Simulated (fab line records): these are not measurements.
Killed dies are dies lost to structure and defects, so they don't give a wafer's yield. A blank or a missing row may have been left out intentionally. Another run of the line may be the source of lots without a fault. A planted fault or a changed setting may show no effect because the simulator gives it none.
8D (eight disciplines) problem report, filled in by code | flow rit-cmos | the parts of the form that need people (team, actions taken, sign-off) are left out

== 1. WHAT IS WRONG ==
At RIT_NWELL_SOFTBAKE_02, heater-power-total-W averages 32.61 W over 6 wafers from 2 lots, while fault-free wafers read 34.57 W, standard deviation 0.049. Measured from the usual mean, that is -40 standard deviations.
The step: time 60 s.
Seen first at day 3 02:53 on litho-track-01, wafer L763.2. The record has a number at this step for 42 wafers belonging to 14 lots. Rule for "out", or "out of limits": more than 4 standard deviations from the usual mean. All remaining wafers that have a number are taken as sound.

== 2. WHAT THIS IS AND IS NOT ==
question                    | is                                 | is not
which readings at this step | heater-power-total-W, plate-temp-C | -
which lots                  | L763, L767                         | L758, L759, L760, L761, L762, L765, L774, L776, L777, L778, L779, L780
which wafers of those lots  | all that have a number             | -
read on which tools         | litho-track-01                     | litho-track-02, litho-track-04
when                        | from day 3 02:53                   | up to then (15 sound wafers); but 21 sound wafers of L765, L774, L776, L777, L778, L779, L780 came after

== 3. THE SUSPECTS, EACH WITH WHAT RULES IT OUT ==
Counting: a tool at a process step up to the reading stays a suspect if it ran every lot that is out and no sound lot after the first of them.
- litho-track-01 at RIT_NWELL_SOFTBAKE_02 (time 60 s): ruled out as a lasting fault. After its first lot that is out, L763 (day 3 02:53), sound lots L777 ran on it.
Left after counting: nothing in the record.

== 4. THE CAUSE (what the simulator had put in) ==
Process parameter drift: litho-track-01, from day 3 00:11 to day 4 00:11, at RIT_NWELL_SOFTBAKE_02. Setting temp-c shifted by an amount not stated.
Counting ruled it out, wrongly.

== 5. THE CHAIN OF EFFECTS, in route order ==
Rows list readings where the struck wafers' mean (over those with a number) sits beyond 3 standard deviations from the usual. Only readings whose record carries a usual standard deviation are examined. hours: median over the lots of the time between each lot's start at the first step of this table that gives one and its start at this step. sigmas: the change, counted in usual standard deviations.
hours | step                  | reading              | usual   | on struck wafers | change | sigmas
0     | RIT_NWELL_SOFTBAKE_02 | heater-power-total-W | 34.57 W | 32.61            | -1.96  | -40
0     | RIT_NWELL_SOFTBAKE_02 | plate-temp-C         | 90.01 C | 86.32            | -3.69  | -28
Process steps it contains:
- RIT_NWELL_SOFTBAKE_02: time 60 s.

== 6. WHAT WOULD HAVE CAUGHT IT SOONER ==
First out-of-limits reading in this record: day 3 02:53, which is 3 hours after fault onset at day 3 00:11.
